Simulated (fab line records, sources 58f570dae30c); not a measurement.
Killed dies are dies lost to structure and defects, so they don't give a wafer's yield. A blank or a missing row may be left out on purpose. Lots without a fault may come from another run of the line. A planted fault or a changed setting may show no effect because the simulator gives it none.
Which tool did it? | flow berkeley_cmos170 | 7 lots, 21 wafers sampled, at 2 steps of a route of 331

WHAT THE GAUGES READ, wafer by wafer
UCB170_CONTACT_OVL_MEAS_16.
lot  | measured     | on         | CONTACT_OVL (nm)
L915 | day 8 14:07  | overlay-02 | 2 2 4
L918 | day 8 20:32  | overlay-02 | -6 5 0
L921 | day 9 22:34  | overlay-02 | 255 258 256
L927 | day 10 11:43 | overlay-02 | 2 6 1
L926 | day 10 14:30 | overlay-01 | -1 2 0
L930 | day 11 04:22 | overlay-01 | 7 10 9
L932 | day 12 01:40 | overlay-01 | 7 0 9

WHICH TOOL RAN EACH LOT (tool, then ch and the chambers of the sampled wafers, then the start)
lot  | UCB170_CONTACT_EXPOSE_12
L915 | krf_scanner-01 ch 0, day 8 12:57
L918 | krf_scanner-02 ch 0, day 8 20:02
L921 | krf_scanner-01 ch 0, day 9 21:53
L927 | krf_scanner-02 ch 0, day 10 11:07
L926 | krf_scanner-02 ch 0, day 10 13:29
L930 | krf_scanner-02 ch 0, day 11 03:10
L932 | krf_scanner-02 ch 0, day 12 01:10
- UCB170_CONTACT_EXPOSE_12: exposes mask CONT, target cd 700 nm.

THE ANSWER, worked out from the rows above alone
Rule: what is usual is taken from the lots themselves. Put in order of their means at a reading, lots are off if they are a third of the lots or fewer, leave a main group of 4 or more, and stand apart from it by a gap of 3 or more times the standard deviation of the main group's means; of several such gaps the widest counts. A main group whose means are all the same, to the digits that the tables above print for the reading, isn't used. A lot without any number at a reading at which 4 lots or more have one is off too. The other lots that the step has rows for count as sound.
Off: L921, at UCB170_CONTACT_OVL_MEAS_16 (CONTACT_OVL). The main group: mean 3 nm, standard deviation 3.
A tool fits if, at a process step before that reading, it ran every lot that is off, and no sound lot after the first of them. The gauges at UCB170_CONTACT_OVL_MEAS_16 are tried like those tools. One fits: krf_scanner-01 at UCB170_CONTACT_EXPOSE_12. Its last sound lot is L915 (day 8 12:57), its first lot that is off L921 (day 9 21:53): a fault that began between those two fits.

WHAT THE SIMULATOR HAD PUT IN
Scanner matching overlay: krf_scanner-01, from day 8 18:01 on, at UCB170_CONTACT_EXPOSE_12. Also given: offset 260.
Lots struck among those shown: L921. The rule above found the same.
